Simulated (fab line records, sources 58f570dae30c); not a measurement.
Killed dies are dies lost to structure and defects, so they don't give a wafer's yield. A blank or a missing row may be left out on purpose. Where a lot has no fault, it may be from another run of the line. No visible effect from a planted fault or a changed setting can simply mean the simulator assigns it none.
2 desks looking at one fault	flow berkeleyCmos170	every desk sees just its own numbers, and what lay behind them comes last

AT THE TOOL OWNER'S DESK: wetBench-02
The tool's own readings at UCB170_ACTIVE_CLEAN_17 (cleans in SPM, time 600 s): means of the sampled wafers that have a number, for each lot that ran on this tool. The brackets show how far a lot's mean lies from the usual mean; more than 4 standard deviations puts the lot out of limits, marked OUT.
Columns: A = tempC at UCB170_ACTIVE_CLEAN_17, usual 119.99 C
lot	first seen here	A
L478	day 4 06:59	120.01
L483	day 4 15:06	119.94
L482	day 4 15:17	120.11
L484	day 5 04:55	119.73
L485	day 5 18:59	119.97
L490	day 6 03:58	120.04
L489	day 6 04:14	119.98
L491	day 6 16:25	119.84
Finding of this desk: none of the 8 lots has anything out of limits.

FROM THE METROLOGY DESK
Lot by lot, what the gauges showed, no matter which tool ran the lot: averages of those sampled wafers that carry a number. The brackets show how far a lot's mean lies from the usual mean; more than 4 standard deviations puts the lot out of limits, marked OUT.
Columns: A = cdNm at UCB170_V2_CD_MEAS_90, usual 700.1 nm
lot	first seen here	A
L478	day 7 10:05	700.3
L479	day 7 15:15	698.3
L481	day 8 00:55	698.4
L483	day 8 01:36	700.1
L482	day 8 01:47	699.4
L484	day 8 14:46	699.4
L485	day 8 23:55	700.5
L487	day 9 19:18	700.0
L490	day 9 20:31	699.6
L489	day 9 20:50	698.5
L491	day 10 03:50	701.5
L496	day 11 12:21	700.6
L499	day 12 11:17	702.6
L500	day 12 19:08	698.6
L501	day 12 19:31	701.0
Finding of this desk: none of the 15 lots has anything out of limits.

ALL TOGETHER
Nothing out of limits was seen by the tool owner's desk.
Metrology desk: nothing out of limits seen.

WHAT THE SIMULATOR PUT IN
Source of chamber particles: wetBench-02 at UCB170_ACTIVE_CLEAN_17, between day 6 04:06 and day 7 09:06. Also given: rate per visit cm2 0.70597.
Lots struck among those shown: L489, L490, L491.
